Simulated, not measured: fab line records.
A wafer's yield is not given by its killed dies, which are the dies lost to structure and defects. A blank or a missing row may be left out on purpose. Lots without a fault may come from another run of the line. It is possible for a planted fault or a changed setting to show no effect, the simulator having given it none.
fab line records	flow berkeley_cmos170
record: lots: 14	wafers: 42	last_day: 11
route steps=331 shown NWELL@29 PFIELD@82 PVT@123 M3@330
lots that met no fault: taken from a fault-free run of the same line
start_h: hours from the record's opening day to when the first of the lot's shown wafers began	wait_h: hours elapsed since this lot's preceding step	" as in the row above	L1.1+2: a single row standing in for several wafers	- no value, or no start was given	* or withheld: withheld	< > ~ a bound
route shown NAME@n: names a module that has steps shown in the file, with the first one's number in the route	usual: mean/standard deviation taken from wafers without a fault	same: alike in all rows	chamber/n: place in a boat	sites: each site's reading	_std_site: their standard deviation	_edge_site: inner sites' mean taken away from outer sites' mean	radius_mm: for every site, how far away it sits from the centre of the wafer	mask NAME#n: copy n	behind: the tool/chamber that last shaped the wafer	hold: why the lot was held/for how many hours/how that ended	device: whichever transistor did not switch (one of n, p or np)	end of line: the tests these same wafers got at the end of their route	for a step that has no rows: nothing shown but its recipe	killed: count of dies lost to structure and defects at first sort (not the wafer's yield)	map: shows each die of a wafer: x if killed, . if not, _ if none is there
set.NAME: the run value of the setting; set.NAME@STEP: its run value at that earlier step	model.NAME: the simulator's own value behind a step, which no gauge read
steps of the route over a sample of lots; a table a step, a row a wafer
services: a tool's chamber out of use, with start hour (start_h, from the record's first day; less than 0 if before it), hours out, and reason
== steps ==
step: UCB170_NWELL_STRIP_15
recipe: chemistry: O2	power_w: 400	pressure_mtorr: 3500	platen_temp_c: withheld	o2_flow_sccm: 400	overash_fraction: 0.5
usual: drypump_motor_current_A: 5.9/0.33	oes_product_au: 0.721/0.0049	strip_time_to_endpoint_s: 18.02/0.097
lot.wafer	tool	chamber	start_h	wait_h	drypump_motor_current_A	oes_product_au	rf_hours_counter_h	strip_time_to_endpoint_s
L531.2	plasma_asher-01	1	32.82	0.1	5.9	0.715	23	18.19
L531.5	"	0	"	"	6.3	0.714	-	18.20
L531.6	"	1	"	"	5.9	0.719	-	18.19
L532.1	plasma_asher-03	0	36.59	0.1	5.5	0.719	31	17.89
L532.2	"	1	"	"	5.5	0.718	31	17.97
L532.6	"	0	"	"	5.5	0.721	-	17.93
L533.1	plasma_asher-03	0	45.92	0.1	5.5	0.720	32	18.10
L533.2	"	1	"	"	5.5	0.722	32	18.13
L533.5	"	1	"	"	5.5	0.721	-	18.06
L534.2	plasma_asher-03	1	46.38	0.1	5.5	0.722	32	18.10
L534.4	"	0	"	"	5.5	0.723	-	18.18
L534.5	"	1	"	"	5.5	0.727	-	18.06
L535.1	plasma_asher-03	0	48.14	0.1	5.6	0.718	32	17.91
L535.2	"	1	"	"	5.5	0.723	32	17.96
L535.4	"	1	"	"	5.5	0.723	-	17.93
L536.2	plasma_asher-04	1	52.23	0.1	6.3	0.719	35	17.99
L536.4	"	0	"	"	6.0	0.719	-	18.00
L536.6	"	0	"	"	6.0	0.723	-	18.07
L537.1	plasma_asher-01	0	59.02	0.1	6.3	0.711	26	18.13
L537.2	"	1	"	"	5.9	0.726	26	18.09
L537.6	"	0	"	"	6.3	0.714	-	18.17
L539.4	plasma_asher-03	1	72.26	0.1	5.5	0.719	-	17.99
L539.5	"	1	"	"	5.5	0.721	-	18.09
L539.6	"	0	"	"	5.6	0.724	-	18.04
L540.1	plasma_asher-03	0	77.11	0.1	5.5	0.726	36	18.05
L540.3	"	1	"	"	5.5	0.711	-	18.08
L540.4	"	0	"	"	5.5	0.717	-	17.97
L543.1	plasma_asher-01	0	87.92	0.1	6.3	0.725	29	18.07
L543.3	"	1	"	"	5.9	0.722	-	18.05
L543.6	"	0	"	"	6.3	0.719	-	18.12
L544.4	plasma_asher-03	1	92.02	0.1	5.5	0.723	-	18.08
L544.5	"	0	"	"	5.5	0.717	-	18.08
L544.6	"	1	"	"	5.5	0.720	-	18.01
L545.3	plasma_asher-01	1	97.35	0.1	5.9	0.716	-	17.95
L545.4	"	0	"	"	6.3	0.721	-	17.83
L545.6	"	0	"	"	6.3	0.724	-	17.86
L546.2	plasma_asher-01	1	107.65	0.1	5.9	0.723	31	17.84
L546.3	"	0	"	"	6.3	0.721	-	17.88
L546.6	"	0	"	"	6.3	0.721	-	17.86
L551.2	plasma_asher-01	1	129.19	0.1	5.9	0.720	34	17.96
L551.4	"	0	"	"	6.3	0.730	-	18.08
L551.5	"	0	"	"	6.3	0.724	-	18.02
step: UCB170_PFIELD_EXPOSE_03
recipe: mask_id: PFIELD	na: 0.5	sigma_outer: 0.6	source_shape: conventional	target_cd_nm: 1500	dose_mj: 30
lot.wafer	tool	chamber	start_h	wait_h	mask
L531.2+5+6	krf_scanner-01	0	83.15	0.1	PFIELD#0
L532.1+2+6	krf_scanner-02	0	83.61	0.2	PFIELD#0
L533.1+2+5	krf_scanner-01	0	88.50	0.2	PFIELD#0
L535.1+2+4	krf_scanner-02	0	88.77	0.5	PFIELD#0
L534.2+4+5	krf_scanner-01	0	89.09	0.5	PFIELD#0
L536.2+4+6	krf_scanner-01	0	103.53	0.1	PFIELD#0
L537.1+2+6	krf_scanner-01	0	115.88	0.1	PFIELD#0
L540.1+3+4	krf_scanner-02	0	124.45	0.1	PFIELD#0
L539.4+5+6	krf_scanner-01	0	125.70	0.4	PFIELD#0
L543.1+3+6	krf_scanner-01	0	145.27	0.2	PFIELD#0
L544.4+5+6	krf_scanner-02	0	145.57	0.5	PFIELD#0
L545.3+4+6	krf_scanner-01	0	145.79	0.3	PFIELD#0
L546.2+3+6	krf_scanner-01	0	155.73	0.1	PFIELD#0
L551.2+4+5	krf_scanner-02	0	173.56	0.1	PFIELD#0
step: UCB170_PFIELD_OVL_MEAS_06
usual: PFIELD_OVL: 1/5.2
lot.wafer	tool	chamber	start_h	wait_h	PFIELD_OVL[nm]
L531.2	overlay-01	-	84.04	-	-5
L531.5	"	-	"	"	-6
L531.6	"	-	"	"	-7
L532.1	overlay-02	-	84.23	-	1
L532.2	"	-	"	"	3
L532.6	"	-	"	"	1
L533.1	overlay-02	-	89.38	-	6
L533.2	"	-	"	"	4
L533.5	"	-	"	"	11
L535.1	overlay-02	-	90.00	-	0
L535.2	"	-	"	"	-6
L535.4	"	-	"	"	-4
L534.2	overlay-01	-	90.11	-	-1
L534.4	"	-	"	"	3
L534.5	"	-	"	"	-4
L536.2	overlay-01	-	103.90	-	8
L536.4	"	-	"	"	10
L536.6	"	-	"	"	3
L537.1	overlay-02	-	116.27	-	0
L537.2	"	-	"	"	6
L537.6	"	-	"	"	1
L540.1	overlay-02	-	125.70	-	-3
L540.3	"	-	"	"	-2
L540.4	"	-	"	"	-4
L539.4	overlay-02	-	126.25	-	3
L539.5	"	-	"	"	9
L539.6	"	-	"	"	12
L543.1	overlay-01	-	145.88	-	90
L543.3	"	-	"	"	94
L543.6	"	-	"	"	86
L545.3	overlay-01	-	146.16	-	81
L545.4	"	-	"	"	85
L545.6	"	-	"	"	91
L544.4	overlay-02	-	146.17	-	-2
L544.5	"	-	"	"	6
L544.6	"	-	"	"	2
L546.2	overlay-02	-	156.48	-	96
L546.3	"	-	"	"	89
L546.6	"	-	"	"	91
L551.2	overlay-02	-	174.72	-	8
L551.4	"	-	"	"	8
L551.5	"	-	"	"	15
step: UCB170_PVT_STRIP_08
recipe: chemistry: O2	power_w: 400	pressure_mtorr: 3500	platen_temp_c: withheld	o2_flow_sccm: 400	overash_fraction: 0.5
usual: drypump_motor_current_A: 5.8/0.44	oes_product_au: 0.734/0.0049	strip_time_to_endpoint_s: 21.63/0.055
lot.wafer	tool	chamber	start_h	wait_h	drypump_motor_current_A	oes_product_au	rf_hours_counter_h	strip_time_to_endpoint_s
L531.2	plasma_asher-04	1	124.30	0.1	6.3	0.733	44	21.65
L531.5	"	1	"	"	6.3	0.735	-	21.68
L531.6	"	0	"	"	6.0	0.741	-	21.62
L532.1	plasma_asher-01	0	124.46	0.1	6.3	0.732	33	21.66
L532.2	"	1	"	"	5.9	0.731	33	21.70
L532.6	"	1	"	"	5.9	0.738	-	21.64
L533.1	plasma_asher-02	0	125.03	0.1	5.1	0.738	41	21.53
L533.2	"	1	"	"	5.9	0.736	41	21.49
L533.5	"	0	"	"	5.1	0.732	-	21.57
L534.2	plasma_asher-01	1	125.64	0.1	5.9	0.732	33	21.68
L534.4	"	0	"	"	6.3	0.738	-	21.66
L534.5	"	1	"	"	5.9	0.737	-	21.69
L535.1	plasma_asher-02	0	125.81	0.1	5.1	0.733	41	21.68
L535.2	"	1	"	"	5.9	0.734	41	21.70
L535.4	"	1	"	"	5.9	0.738	-	21.68
L536.2	plasma_asher-02	1	138.19	0.1	5.9	0.740	43	21.63
L536.4	"	0	"	"	5.1	0.742	-	21.60
L536.6	"	1	"	"	5.9	0.739	-	21.68
L537.1	plasma_asher-04	0	143.16	0.1	6.0	0.746	45	21.59
L537.2	"	1	"	"	6.3	0.730	45	21.49
L537.6	"	0	"	"	6.0	0.726	-	21.53
L539.4	plasma_asher-04	0	156.48	0.1	6.0	0.732	-	21.63
L539.5	"	1	"	"	6.3	0.736	-	21.59
L539.6	"	0	"	"	6.0	0.729	-	21.59
L540.1	plasma_asher-04	0	156.89	0.1	6.0	0.738	47	21.68
L540.3	"	0	"	"	6.0	0.732	-	21.69
L540.4	"	1	"	"	6.3	0.738	-	21.65
L544.4	plasma_asher-02	1	173.27	0.1	5.9	0.727	-	21.67
L544.5	"	0	"	"	5.1	0.734	-	21.70
L544.6	"	1	"	"	5.9	0.735	-	21.63
L543.1	plasma_asher-02	0	174.56	0.1	5.0	0.733	47	21.61
L543.3	"	1	"	"	5.9	0.733	-	21.57
L543.6	"	0	"	"	5.1	0.727	-	21.60
L545.3	plasma_asher-02	0	175.89	0.1	5.1	0.731	-	21.65
L545.4	"	1	"	"	5.9	0.740	-	21.64
L545.6	"	0	"	"	5.1	0.731	-	21.60
L546.2	plasma_asher-02	0	181.95	0.1	5.1	0.743	47	21.66
L546.3	"	0	"	"	5.1	0.739	-	21.63
L546.6	"	1	"	"	5.9	0.736	-	21.68
L551.2	plasma_asher-01	0	202.99	0.1	6.3	0.732	43	21.61
L551.4	"	0	"	"	6.3	0.738	-	21.55
L551.5	"	0	"	"	6.3	0.734	-	21.57
step: UCB170_M3_BOW_MEAS_20
recipe: mode: bow
usual: M3_BOW: 37/7
lot.wafer	tool	chamber	start_h	wait_h	M3_BOW[um]
L532.1	film_metro-01	-	173.93	0.1	28
L532.2	"	-	"	"	33
L532.6	"	-	"	"	33
L535.1	film_metro-03	-	176.00	0.1	35
L535.2	"	-	"	"	46
L535.4	"	-	"	"	47
L531.2	film_metro-03	-	176.28	0.1	43
L531.5	"	-	"	"	30
L531.6	"	-	"	"	44
L534.2	film_metro-01	-	176.34	0.1	44
L534.4	"	-	"	"	25
L534.5	"	-	"	"	45
L533.1	film_metro-01	-	176.62	0.1	38
L533.2	"	-	"	"	38
L533.5	"	-	"	"	46
L536.2	film_metro-03	-	184.64	0.1	42
L536.4	"	-	"	"	33
L536.6	"	-	"	"	37
L537.1	film_metro-03	-	198.51	0.1	42
L537.2	"	-	"	"	22
L537.6	"	-	"	"	45
L540.1	film_metro-01	-	213.21	0.1	31
L540.3	"	-	"	"	23
L540.4	"	-	"	"	38
L539.4	film_metro-01	-	214.59	0.1	34
L539.5	"	-	"	"	40
L539.6	"	-	"	"	49
L544.4	film_metro-04	-	225.14	0.1	44
L544.5	"	-	"	"	27
L544.6	"	-	"	"	34
L545.3	film_metro-04	-	229.53	0.1	43
L545.4	"	-	"	"	35
L545.6	"	-	"	"	48
L546.2	film_metro-03	-	239.02	0.1	26
L546.3	"	-	"	"	28
L546.6	"	-	"	"	43
L543.1	film_metro-04	-	243.89	0.1	33
L543.3	"	-	"	"	39
L543.6	"	-	"	"	31
L551.2	film_metro-01	-	258.22	0.1	46
L551.4	"	-	"	"	58
L551.5	"	-	"	"	47
== services ==
tool	chamber	start_h	hours	kind
krf_scanner-02	-	17.76	1.3	repair
krf_scanner-02	-	26.27	1.0	pm
krf_scanner-02	-	29.90	0.8	pm
krf_scanner-01	-	36.51	1.3	pm
krf_scanner-01	0	40.36	-	calibration
krf_scanner-02	-	53.93	1.3	pm
plasma_asher-03	-	62.80	1.2	repair
krf_scanner-02	-	83.97	0.7	repair
krf_scanner-02	-	97.16	1.6	repair
plasma_asher-03	-	108.75	9.0	pm
krf_scanner-02	-	118.85	4.0	pm
krf_scanner-02	-	124.90	1.0	repair
plasma_asher-04	-	125.32	1.8	repair
krf_scanner-01	-	132.84	4.0	pm
plasma_asher-04	-	135.16	2.8	pm
krf_scanner-01	-	144.27	0.8	pm
plasma_asher-02	-	145.97	2.8	pm
krf_scanner-01	-	155.98	3.5	repair
krf_scanner-01	-	166.39	1.0	pm
krf_scanner-01	-	181.32	3.1	repair
plasma_asher-04	-	190.74	28.1	pm
plasma_asher-03	-	191.66	4.7	repair
krf_scanner-02	-	195.27	1.0	pm
krf_scanner-02	-	198.70	0.8	pm
== key ==
first_sign: step: UCB170_PFIELD_OVL_MEAS_06	reading: PFIELD_OVL	direction: up	sigmas: 17	usual: 1	struck: 89
effect none on later readings
met_at UCB170_PFIELD_EXPOSE_03
struck_lots L543,L545,L546
tester_left_out L543,L545,L546
not_acting_at UCB170_NWELL_STRIP_15,UCB170_PVT_STRIP_08,UCB170_M3_BOW_MEAS_20
onset_between 125.70 145.27
fault: kind: scanner_matching_overlay	tool: krf_scanner-01	chamber: -	onset_h: 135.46	steps: UCB170_PFIELD_EXPOSE_03	offset: 90
tester_left_out: of these lots the tester's yield and bins aren't shown, on N5 and GAA mostly nor the transistor test; their killed dies are dies lost to structure and defects alone, not to doping, threshold or leakage, so they don't give the yield
